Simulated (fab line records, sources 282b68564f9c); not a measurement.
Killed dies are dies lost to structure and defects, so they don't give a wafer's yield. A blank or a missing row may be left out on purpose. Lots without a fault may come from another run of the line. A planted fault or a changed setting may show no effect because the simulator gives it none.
Which tool did it? | flow rit_cmos | 7 lots, 19 wafers sampled, at 2 steps of a route of 202

WHAT THE GAUGES READ, wafer by wafer
RIT_M1_RS_MEAS_01: measures by four-point-probe.
lot  | measured    | on            | M1_AL_RS (ohm/sq)
L669 | day 4 00:03 | film_metro-01 | 0.0731 0.0734 0.0736
L671 | day 4 14:36 | film_metro-04 | 0.0732 0.0738 0.0736
L674 | day 5 14:49 | film_metro-04 | 0.0725 0.0727 0.0724
L677 | day 6 13:34 | film_metro-02 | 0.0732 0.0730 0.0735
L682 | day 7 06:48 | film_metro-02 | 0.1679 0.1678
L686 | day 7 20:52 | film_metro-01 | 0.0731 0.0730 0.0727
L689 | day 8 10:46 | film_metro-04 | 0.0733 0.0728 0.0732

WHICH TOOL RAN EACH LOT (tool, then ch and the chambers of the sampled wafers, then the start)
lot  | RIT_M1_SPUTTER_00
L669 | pvd_sputter-01, day 3 23:44
L671 | pvd_sputter-01, day 4 14:16
L674 | pvd_sputter-02, day 5 14:29
L677 | pvd_sputter-01, day 6 13:14
L682 | pvd_sputter-02, day 7 06:30
L686 | pvd_sputter-03, day 7 20:33
L689 | pvd_sputter-03, day 8 10:26
- RIT_M1_SPUTTER_00: material Al, target thk 400 nm, time 500 s.

THE ANSWER, worked out from the rows above alone
Rule: what is usual is taken from the lots themselves. Put in order of their means at a reading, lots are off if they are a third of the lots or fewer, leave a main group of 4 or more, and stand apart from it by a gap of 3 or more times the standard deviation of the main group's means; of several such gaps the widest counts. A main group whose means are all the same, to the digits that the tables above print for the reading, isn't used. A lot without any number at a reading at which 4 lots or more have one is off too. The other lots that the step has rows for count as sound.
Off: L682, at RIT_M1_RS_MEAS_01 (M1_AL_RS). The main group: mean 0.0731 ohm/sq, standard deviation 0.00032.
A tool fits if, at a process step before that reading, it ran every lot that is off, and no sound lot after the first of them. The gauges at RIT_M1_RS_MEAS_01 are tried like those tools. Can't be told from this: 2 tools fit, pvd_sputter-02 at RIT_M1_SPUTTER_00, film_metro-02 at RIT_M1_RS_MEAS_01.

WHAT THE SIMULATOR HAD PUT IN
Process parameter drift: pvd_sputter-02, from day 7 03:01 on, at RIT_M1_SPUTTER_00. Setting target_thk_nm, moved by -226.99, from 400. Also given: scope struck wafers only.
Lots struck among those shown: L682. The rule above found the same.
